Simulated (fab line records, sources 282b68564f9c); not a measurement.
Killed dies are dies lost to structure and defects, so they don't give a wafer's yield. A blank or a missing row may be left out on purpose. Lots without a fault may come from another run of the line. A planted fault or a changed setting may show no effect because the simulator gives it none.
fab line records | flow rit_cmos
record lots=6 wafers=18 last_day=8
route steps=202 shown NSD@138 PSD@142 SDANNEAL@153 M1@202
lots that met no fault: from a run of the same line without faults
start_h: hours from the record's first day to the start of the lot's first wafer shown | wait_h: hours since the lot's step before | " the same as in the row above | L1.1+2: a row that stands for several wafers | - no value, or no start given | * or withheld: withheld | < > ~ a bound
route shown NAME@n: a module of which the file shows steps, and the number in the route of the first | usual: mean/standard deviation of fault-free wafers | same: alike in all rows | chamber/n: place in a boat | sites: the reading at each site | _std_site: their standard deviation | _edge_site: outer sites' mean less inner sites' | radius_mm: how far each site lies from the wafer's centre | mask NAME#n: copy n | behind: the tool/chamber that last shaped the wafer | hold: why the lot was held/for how many hours/how that ended | device: the transistor (n, p or np) that didn't switch | end of line: the same wafers' tests at the end of the route | a step without rows: its recipe alone | killed: dies lost to structure and defects at the first sort, not the wafer's yield | map: a wafer's dies, x killed, . not, _ none there
set.NAME: the setting as run; set.NAME@STEP: as run at that earlier step | model.NAME: the simulator's own value behind a step, which no gauge read
lots at some steps of the route; a table a step, a row a wafer
services: from which hour (start_h, from the record's first day; less than 0 if before it) a tool's chamber was out of use, for how many hours, and why
## steps
# step RIT_NSD_HARDBAKE_07
# recipe resist=NOVOLAK temp_c=140 time_s=60
# step RIT_NSD_IMPLANT_08
# recipe species=P energy_kev=25 dose_cm2=1e+15 tilt_deg=7
# step RIT_NSD_STRIP_09
# recipe chemistry=O2 time_s=180 resist=NOVOLAK platen_temp_c=withheld power_w=500 pressure_mtorr=4000 o2_flow_sccm=4000
# usual drypump_motor_current_A=5.8/0.54
# same time_s=180
# columns lot.wafer tool chamber start_h wait_h drypump_motor_current_A rf_hours_counter_h
L706.2 plasma_asher-02 1 84.08 0.1 6.2 41
L706.4 " 1 " " 6.2 -
L706.6 " 0 " " 6.0 -
L708.4 plasma_asher-01 1 99.81 0.1 6.4 -
L708.5 " 1 " " 6.4 -
L708.6 " 0 " " 5.1 -
L716.1 plasma_asher-01 1 140.63 0.1 6.4 48
L716.4 " 0 " " 5.0 -
L716.5 " 1 " " 6.4 -
L719.1 plasma_asher-01 1 153.74 0.1 6.4 49
L719.3 " 0 " " 5.1 -
L719.4 " 1 " " 6.4 -
L720.1 plasma_asher-02 1 160.29 0.1 6.1 4
L720.3 " 1 " " 6.1 -
L720.4 " 0 " " 6.1 -
L722.1 plasma_asher-04 0 170.43 0.1 5.1 56
L722.2 " 1 " " 6.1 56
L722.3 " 1 " " 6.2 -
# step RIT_NSD_TW_MEAS_10
# usual NSD_TW=3126/24
# columns lot.wafer tool chamber start_h wait_h NSD_TW
L706.2 film_metro-02 - 84.27 0.1 3124
L706.4 " - " " 3121
L706.6 " - " " 3106
L708.4 film_metro-03 - 99.96 0.1 3147
L708.5 " - " " 3151
L708.6 " - " " 3153
L716.1 film_metro-01 - 140.81 0.1 3118
L716.4 " - " " 3106
L716.5 " - " " 3106
L719.1 film_metro-01 - 153.92 0.1 3099
L719.3 " - " " 3092
L719.4 " - " " 3105
L720.1 film_metro-03 - 160.46 0.1 3155
L720.3 " - " " 3168
L720.4 " - " " 3161
L722.1 film_metro-03 - 170.60 0.1 3134
L722.2 " - " " 3123
L722.3 " - " " 3130
# step RIT_PSD_HMDS_00
# recipe prime_time_s=60 prime_temp_c=140
# step RIT_PSD_COAT_01
# recipe resist=NOVOLAK spin_rpm=3250 resist_thk_nm=1000
# step RIT_PSD_SOFTBAKE_02
# recipe resist=NOVOLAK temp_c=90 time_s=60
# step RIT_PSD_EXPOSE_03
# recipe mask_id=M10 na=0.57 target_cd_nm=40900 dose_mj=250
# step RIT_PSD_PEB_04
# recipe resist=NOVOLAK temp_c=withheld time_s=withheld
# step RIT_PSD_DEVELOP_05
# recipe resist=NOVOLAK develop_time_s=50 dev_temp_c=23
# step RIT_PSD_OVL_MEAS_06
# usual PSD_OVL=-0.2/1.4
# columns lot.wafer tool chamber start_h wait_h PSD_OVL[nm]
L706.2 overlay-02 - 85.17 - -1.3
L706.4 " - " " -0.5
L706.6 " - " " -1.6
L708.4 overlay-01 - 100.98 - 1.4
L708.5 " - " " 1.5
L708.6 " - " " -0.6
L716.1 overlay-01 - 141.91 - -0.6
L716.4 " - " " -2.0
L716.5 " - " " 0.9
L719.1 overlay-02 - 155.16 - -1.8
L719.3 " - " " -1.2
L719.4 " - " " -2.8
L720.1 overlay-01 - 161.50 - 1.6
L720.3 " - " " 0.8
L720.4 " - " " 5.0
L722.1 overlay-02 - 171.64 - 0.0
L722.2 " - " " -0.8
L722.3 " - " " -1.7
# step RIT_PSD_HARDBAKE_07
# recipe resist=NOVOLAK temp_c=140 time_s=60
# step RIT_PSD_IMPLANT_08
# recipe species=BF2 energy_kev=27 dose_cm2=5e+15 tilt_deg=7
# usual beam_on_s=12.2/1.3
# columns lot.wafer tool chamber start_h wait_h beam_on_s
L706.2 implanter-01 0 85.38 0.1 12.6
L706.4 " 0 " " 12.4
L706.6 " 0 " " 12.6
L708.4 implanter-02 0 101.22 0.1 11.0
L708.5 " 0 " " 10.8
L708.6 " 0 " " 11.0
L716.1 implanter-01 0 142.10 0.1 12.4
L716.4 " 0 " " 12.7
L716.5 " 0 " " 12.5
L719.1 implanter-02 0 155.35 0.1 11.1
L719.3 " 0 " " 11.0
L719.4 " 0 " " 11.1
L720.1 implanter-01 0 161.68 0.1 12.2
L720.3 " 0 " " 12.6
L720.4 " 0 " " 12.7
L722.1 implanter-02 0 171.87 0.1 11.7
L722.2 " 0 " " 10.9
L722.3 " 0 " " 11.5
# step RIT_PSD_STRIP_09
# recipe chemistry=O2 time_s=180 resist=NOVOLAK platen_temp_c=withheld power_w=500 pressure_mtorr=4000 o2_flow_sccm=4000
# usual drypump_motor_current_A=5.8/0.42
# same time_s=180
# columns lot.wafer tool chamber start_h wait_h drypump_motor_current_A rf_hours_counter_h
L706.2 plasma_asher-02 1 85.50 0.1 6.1 42
L706.4 " 1 " " 6.2 -
L706.6 " 0 " " 6.1 -
L708.4 plasma_asher-03 1 101.36 0.1 5.4 -
L708.5 " 1 " " 5.4 -
L708.6 " 0 " " 6.1 -
L716.1 plasma_asher-04 1 142.25 0.1 6.1 53
L716.4 " 0 " " 5.1 -
L716.5 " 1 " " 6.1 -
L719.1 plasma_asher-02 0 155.50 0.1 6.1 3
L719.3 " 0 " " 6.1 -
L719.4 " 1 " " 6.1 -
L720.1 plasma_asher-02 1 161.83 0.1 6.2 4
L720.3 " 1 " " 6.2 -
L720.4 " 0 " " 6.0 -
L722.1 plasma_asher-02 0 172.02 0.1 6.1 5
L722.2 " 1 " " 6.1 5
L722.3 " 0 " " 6.0 -
# step RIT_PSD_TW_MEAS_10
# usual PSD_TW=3441/24
# columns lot.wafer tool chamber start_h wait_h PSD_TW
L706.2 film_metro-01 - 85.69 0.1 3411
L706.4 " - " " 3425
L706.6 " - " " 3398
L708.4 film_metro-03 - 101.50 0.1 3467
L708.5 " - " " 3445
L708.6 " - " " 3458
L716.1 film_metro-03 - 142.42 0.1 3456
L716.4 " - " " 3437
L716.5 " - " " 3427
L719.1 film_metro-02 - 155.67 0.1 3441
L719.3 " - " " 3436
L719.4 " - " " 3444
L720.1 film_metro-02 - 162.01 0.1 3430
L720.3 " - " " 3416
L720.4 " - " " 3430
L722.1 film_metro-01 - 172.20 0.1 3407
L722.2 " - " " 3417
L722.3 " - " " 3393
# step RIT_SDANNEAL_CLEAN_00
# recipe chemistry=SC1 mix=3:3:50 time_s=600 temp_c=74.13
# step RIT_SDANNEAL_CLEAN_01
# recipe chemistry=dHF dilution=50:1 time_s=30
# step RIT_SDANNEAL_CLEAN_02
# recipe chemistry=SC2 mix=3:3:50 time_s=600 temp_c=75 dry=n2_spin
# step RIT_SDANNEAL_RTA_03
# recipe temp_c=1050 time_s=5 idle_temp_c=600 ramp_up_c_per_s=342 ramp_down_c_per_s=171 cool_to_c=600 ambient=N2
# usual anneal_temp_c_max=1057.1/1.4 wafer_temp_C_max=1053.4/1.3
# same time_s=5
# columns lot.wafer tool chamber start_h wait_h anneal_temp_c_max wafer_temp_C_max
L706.2 rtp_anneal-01 0 86.12 0.0 1058.0 1053.7
L706.4 " 0 " " 1056.5 1053.5
L706.6 " 0 " " 1055.3 1054.3
L708.4 rtp_anneal-01 0 101.96 0.1 1054.6 1053.8
L708.5 " 0 " " 1057.1 1053.4
L708.6 " 0 " " 1056.3 1053.4
L716.1 rtp_anneal-01 0 142.87 0.0 1055.3 1053.3
L716.4 " 0 " " 1056.2 1053.8
L716.5 " 0 " " 1055.9 1051.1
L719.1 rtp_anneal-02 0 156.10 0.0 1057.0 1052.9
L719.3 " 0 " " 1059.2 1053.5
L719.4 " 0 " " 1056.5 1052.4
L720.1 rtp_anneal-01 0 162.43 0.0 1055.7 1053.2
L720.3 " 0 " " 1056.6 1054.4
L720.4 " 0 " " 1057.4 1053.7
L722.1 rtp_anneal-01 0 172.64 0.0 1056.1 1053.7
L722.2 " 0 " " 1054.8 1054.7
L722.3 " 0 " " 1055.8 1052.4
# step RIT_SDANNEAL_RS_MEAS_04
# recipe thk_meas_gauge=four-point-probe
# usual PSD_RS=115.9/0.31
# columns lot.wafer tool chamber start_h wait_h PSD_RS[ohm/sq]
L706.2 film_metro-03 - 86.24 0.1 115.6
L706.4 " - " " 116.1
L706.6 " - " " 115.2
L708.4 film_metro-02 - 102.08 0.1 116.3
L708.5 " - " " 115.9
L708.6 " - " " 116.4
L716.1 film_metro-03 - 142.93 0.0 -
L716.4 " - " " -
L716.5 " - " " -
L719.1 film_metro-03 - 156.16 0.0 115.6
L719.3 " - " " 115.7
L719.4 " - " " 115.9
L720.1 film_metro-03 - 162.49 0.0 -
L720.3 " - " " -
L720.4 " - " " -
L722.1 film_metro-01 - 172.70 0.0 116.4
L722.2 " - " " 116.3
L722.3 " - " " 116.6
# step RIT_SDANNEAL_RS_MEAS_05
# recipe thk_meas_gauge=four-point-probe
# usual NSD_RS=84.61/0.26
# columns lot.wafer tool chamber start_h wait_h NSD_RS[ohm/sq]
L706.2 film_metro-03 - 86.36 0.1 84.26
L706.4 " - " " 84.27
L706.6 " - " " 84.27
L708.4 film_metro-02 - 102.20 0.1 84.64
L708.5 " - " " 84.85
L708.6 " - " " 84.69
L716.1 film_metro-03 - 143.05 0.1 84.47
L716.4 " - " " 84.83
L716.5 " - " " 84.71
L719.1 film_metro-03 - 156.28 0.1 84.56
L719.3 " - " " 84.06
L719.4 " - " " 84.16
L720.1 film_metro-03 - 162.61 0.1 84.16
L720.3 " - " " 84.50
L720.4 " - " " 84.26
L722.1 film_metro-01 - 172.82 0.1 85.06
L722.2 " - " " 85.01
L722.3 " - " " 84.72
# step RIT_M1_PROBE_99
# usual killed_at_front_end=7/3.1 killed_dies=7/3.1 killed_open=3.6/2.2 killed_short=3.4/2.1
# same gross_dies=264 killed_at_M0_to_M3=0 killed_at_M4_up=0 killed_at_back_side=0 killed_at_contacts=0 killed_at_other=0
# columns lot.wafer tool chamber start_h wait_h killed_at_front_end killed_dies killed_open killed_short
L706.2 prober-02 - 93.66 0.1 11 11 1 9
L706.4 prober-02 - 93.76 0.2 7 7 2 5
L706.6 prober-02 - 93.86 0.2 9 9 4 5
L716.1 prober-02 - 150.32 0.1 4 4 3 1
L716.4 prober-02 - 150.47 0.2 6 6 5 1
L716.5 prober-02 - 150.52 0.2 6 6 2 4
L719.1 prober-01 - 163.74 0.1 12 12 5 7
L719.3 prober-01 - 163.84 0.2 7 7 2 5
L719.4 prober-01 - 163.89 0.2 3 3 1 2
# killed by level:class
L706.2 FOX1:geometric_particle:short=3 FOX2:geometric_particle:short=2 REOX:geometric_particle:short=2 GATE:geometric_particle:short=1 REOX:geometric_particle:open=1 SPACER:geometric_particle:short=1 NSD:coat_microbubble_printed=1
L706.4 GATE:geometric_particle:short=2 SPACER:geometric_particle:short=2 FOX1:geometric_particle:short=1 GATE:geometric_particle:open=1 REOX:geometric_particle:open=1
L706.6 FOX1:geometric_particle:short=2 FOX2:geometric_particle:open=2 GATE:geometric_particle:short=2 FOX1:geometric_particle:open=1 SILICIDE:geometric_particle:short=1 REOX:geometric_particle:open=1
L716.1 FOX1:geometric_particle:open=2 GATE:geometric_particle:short=1 GATE:geometric_particle:open=1
L716.4 GATE:geometric_particle:open=3 FOX1:geometric_particle:open=1 REOX:geometric_particle:open=1 SILICIDE:geometric_particle:short=1
L716.5 FOX1:geometric_particle:short=3 FOX1:geometric_particle:open=1 FOX2:geometric_particle:short=1 SPACER:geometric_particle:open=1
L719.1 FOX2:geometric_particle:open=3 SILICIDE:geometric_particle:short=3 FOX1:geometric_particle:short=1 FOX2:geometric_particle:short=1 GATE:geometric_particle:short=1 GATE:geometric_particle:open=1 REOX:geometric_particle:open=1 SPACER:geometric_particle:short=1
L719.3 GATE:geometric_particle:short=3 FOX1:geometric_particle:short=1 FOX1:geometric_particle:open=1 SILICIDE:geometric_particle:short=1 SILICIDE:geometric_particle:open=1
L719.4 GATE:geometric_particle:open=1 GATE:geometric_particle:short=1 SILICIDE:geometric_particle:short=1
## services
# columns tool chamber start_h hours kind
plasma_asher-02 - 68.80 1.6 repair
plasma_asher-01 - 100.24 14.6 pm
plasma_asher-03 - 103.58 2.8 pm
plasma_asher-02 - 108.75 9.0 pm
plasma_asher-02 0 108.75 9.0 vent_cycle
plasma_asher-02 1 108.75 9.0 vent_cycle
plasma_asher-02 0 117.75 - clean
plasma_asher-02 1 117.75 - clean
implanter-02 - 143.38 1.5 repair
implanter-02 - 164.33 2.8 repair
## key
first_sign step=RIT_SDANNEAL_RS_MEAS_04 reading=PSD_RS direction=missing
effect none on later readings
met_at RIT_PSD_IMPLANT_08
struck_wafers L716.1,L716.4,L716.5,L720.1,L720.3,L720.4
tester_left_out L716,L720
onset_between 85.38 142.10
fault kind=process_parameter_drift tool=implanter-01 chamber=- onset_h=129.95 steps=RIT_PSD_IMPLANT_08 channel=tilt_deg offset=10 spread_by_wafer=0.3 shape=step end_h=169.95 acts_in=these_recipes_only stated=7
# tester_left_out: of these lots the tester's yield and bins aren't shown, on N5 and GAA mostly nor the transistor test; their killed dies are dies lost to structure and defects alone, not to doping, threshold or leakage, so they don't give the yield
